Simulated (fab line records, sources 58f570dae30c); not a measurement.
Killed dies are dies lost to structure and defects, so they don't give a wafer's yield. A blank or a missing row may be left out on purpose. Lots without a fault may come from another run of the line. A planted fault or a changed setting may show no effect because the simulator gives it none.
Which tool did it? | flow berkeley_cmos170 | 13 lots, 39 wafers sampled, at 3 steps of a route of 331

WHAT THE GAUGES READ, wafer by wafer
UCB170_NSD_TW_MEAS_10. Usual: NSD_TW 4186, standard deviation 28.
lot  | measured     | on            | NSD_TW         | flag
L274 | day 7 00:07  | film_metro-04 | 4216 4213 4223 |
L278 | day 7 16:39  | film_metro-03 | 4173 4173 4174 |
L277 | day 7 18:39  | film_metro-01 | 4171 4172 4200 |
L281 | day 7 22:14  | film_metro-03 | 4155 4154 4175 |
L280 | day 7 22:47  | film_metro-04 | 4223 4221 4215 |
L282 | day 8 20:22  | film_metro-01 | 4161 4143 4137 |
L285 | day 9 02:44  | film_metro-03 | 4194 4191 4205 |
L286 | day 9 03:17  | film_metro-01 | 30 30 30       | OFF
L290 | day 9 22:02  | film_metro-03 | 4192 4189 4182 |
L292 | day 10 09:38 | film_metro-04 | 4177 4138 4158 |
L294 | day 10 13:31 | film_metro-04 | 4188 4184 4186 |
L293 | day 10 13:47 | film_metro-03 | 4222 4223 4194 |
L297 | day 11 02:28 | film_metro-01 | 4168 4160 4140 |

WHICH TOOL RAN EACH LOT (tool, then ch and the chambers of the sampled wafers, then the start)
lot  | UCB170_PSD_STRIP_09                  | UCB170_NSD_STRIP_09
L274 | plasma_asher-04 ch 0,1, day 6 21:08  | plasma_asher-02 ch 0,1, day 7 00:01
L278 | plasma_asher-02 ch 0, day 7 14:23    | plasma_asher-03 ch 1, day 7 16:32
L277 | plasma_asher-02 ch 0,1, day 7 15:17  | plasma_asher-01 ch 0,1, day 7 18:32
L281 | plasma_asher-01 ch 0,1, day 7 20:22  | plasma_asher-03 ch 0,1, day 7 22:09
L280 | plasma_asher-04 ch 0,1, day 7 20:49  | plasma_asher-03 ch 0,1, day 7 22:40
L282 | plasma_asher-02 ch 0,1, day 8 18:22  | plasma_asher-03 ch 0,1, day 8 20:16
L285 | plasma_asher-01 ch 0,1, day 9 00:49  | plasma_asher-03 ch 0,1, day 9 02:38
L286 | plasma_asher-02 ch 0,1, day 9 01:16  | plasma_asher-02 ch 0,1, day 9 03:11
L290 | plasma_asher-01 ch 0,1, day 9 19:12  | plasma_asher-03 ch 0,1, day 9 21:57
L292 | plasma_asher-04 ch 0,1, day 10 07:38 | plasma_asher-02 ch 0,1, day 10 09:33
L294 | plasma_asher-01 ch 0,1, day 10 11:33 | plasma_asher-01 ch 0,1, day 10 13:26
L293 | plasma_asher-04 ch 0,1, day 10 11:47 | plasma_asher-02 ch 0,1, day 10 13:40
L297 | plasma_asher-01 ch 0,1, day 10 22:59 | plasma_asher-01 ch 0,1, day 11 02:22
- UCB170_PSD_STRIP_09: strips in O2.
- UCB170_NSD_STRIP_09: strips in O2.

WHAT THE TOOLS THEMSELVES READ (means of the sampled wafers that have a number; where no wafer has one, the mark that the record gives instead)
UCB170_PSD_STRIP_09. Usual: drypump_motor_current_A 5.7 A, standard deviation 0.35; oes_product_au 0.600 a.u., standard deviation 0.0047; strip_time_to_endpoint_s 29.38 s, standard deviation 0.085.
lot  | tool            | drypump_motor_current_A (A) | oes_product_au (a.u.) | strip_time_to_endpoint_s (s) | flag
L274 | plasma_asher-04 | 5.7                         | 0.597                 | 29.34                        |
L278 | plasma_asher-02 | 5.7                         | 0.601                 | 29.34                        |
L277 | plasma_asher-02 | 5.4                         | 0.600                 | 29.45                        |
L281 | plasma_asher-01 | 5.9                         | 0.603                 | 29.34                        |
L280 | plasma_asher-04 | 5.7                         | 0.607                 | 29.35                        |
L282 | plasma_asher-02 | 5.5                         | 0.602                 | 29.47                        |
L285 | plasma_asher-01 | 6.2                         | 0.600                 | 29.33                        |
L286 | plasma_asher-02 | 5.5                         | 0.436                 | -                            | OFF
L290 | plasma_asher-01 | 6.2                         | 0.594                 | 29.42                        |
L292 | plasma_asher-04 | 5.8                         | 0.598                 | 29.30                        |
L294 | plasma_asher-01 | 6.2                         | 0.596                 | 29.27                        |
L293 | plasma_asher-04 | 5.8                         | 0.602                 | 29.56                        |
L297 | plasma_asher-01 | 6.0                         | 0.602                 | 29.43                        |

UCB170_NSD_STRIP_09. Usual: drypump_motor_current_A 5.8 A, standard deviation 0.49; oes_product_au 0.532 a.u., standard deviation 0.0049; strip_time_to_endpoint_s 35.46 s, standard deviation 0.074.
lot  | tool            | drypump_motor_current_A (A) | oes_product_au (a.u.) | strip_time_to_endpoint_s (s) | flag
L274 | plasma_asher-02 | 5.4                         | 0.528                 | 35.63                        |
L278 | plasma_asher-03 | 5.3                         | 0.533                 | 35.53                        |
L277 | plasma_asher-01 | 6.2                         | 0.535                 | 35.49                        |
L281 | plasma_asher-03 | 5.6                         | 0.536                 | 35.35                        |
L280 | plasma_asher-03 | 5.7                         | 0.531                 | 35.48                        |
L282 | plasma_asher-03 | 6.0                         | 0.530                 | 35.40                        |
L285 | plasma_asher-03 | 6.0                         | 0.535                 | 35.44                        |
L286 | plasma_asher-02 | 5.4                         | 0.608                 | 55.79                        | OFF
L290 | plasma_asher-03 | 6.1                         | 0.532                 | 35.44                        |
L292 | plasma_asher-02 | 5.4                         | 0.528                 | 35.39                        |
L294 | plasma_asher-01 | 6.2                         | 0.534                 | 35.47                        |
L293 | plasma_asher-02 | 5.4                         | 0.529                 | 35.40                        |
L297 | plasma_asher-01 | 6.0                         | 0.536                 | 35.46                        |

THE ANSWER, worked out from the rows above alone
Rule: a lot is off if the mean of its wafers that have a number lies more than 3 standard deviations from the usual mean. A lot without any number at a reading at which 4 lots or more have one is off too. The other lots that the step has rows for count as sound. The gauges are gone through in route order, then the tools' own readings, and for those a lot's mean is taken as printed above. The first step at which some lot is off is used, and at that step the reading that is off furthest; a lot without a number counts as furthest.
Off: L286, at UCB170_NSD_TW_MEAS_10 (NSD_TW).
A tool fits if, at a process step before that reading, it ran every lot that is off, and no sound lot after the first of them. The gauges at UCB170_NSD_TW_MEAS_10 aren't tried: what is off there is off at UCB170_PSD_STRIP_09 too, on other tools, and a gauge's error can't cause that. One fits: plasma_asher-02 at UCB170_PSD_STRIP_09. Its last sound lot is L282 (day 8 18:22), its first lot that is off L286 (day 9 01:16): a fault that began between those two fits.
The tool's own readings at UCB170_PSD_STRIP_09 bear it out: on the lots that are off they differ by more than 5 times the standard deviation of the sound lots' means. oes_product_au reads 0.436 a.u. there against 0.600 a.u. on the sound lots.
Blank at UCB170_PSD_STRIP_09 on the lots that are off, where sound lots have numbers: strip_time_to_endpoint_s.

WHAT THE SIMULATOR HAD PUT IN
Strip aborted: plasma_asher-02, from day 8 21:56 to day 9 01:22, at UCB170_PSD_STRIP_09. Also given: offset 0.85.
Lots struck among those shown: L286. The rule above found the same.
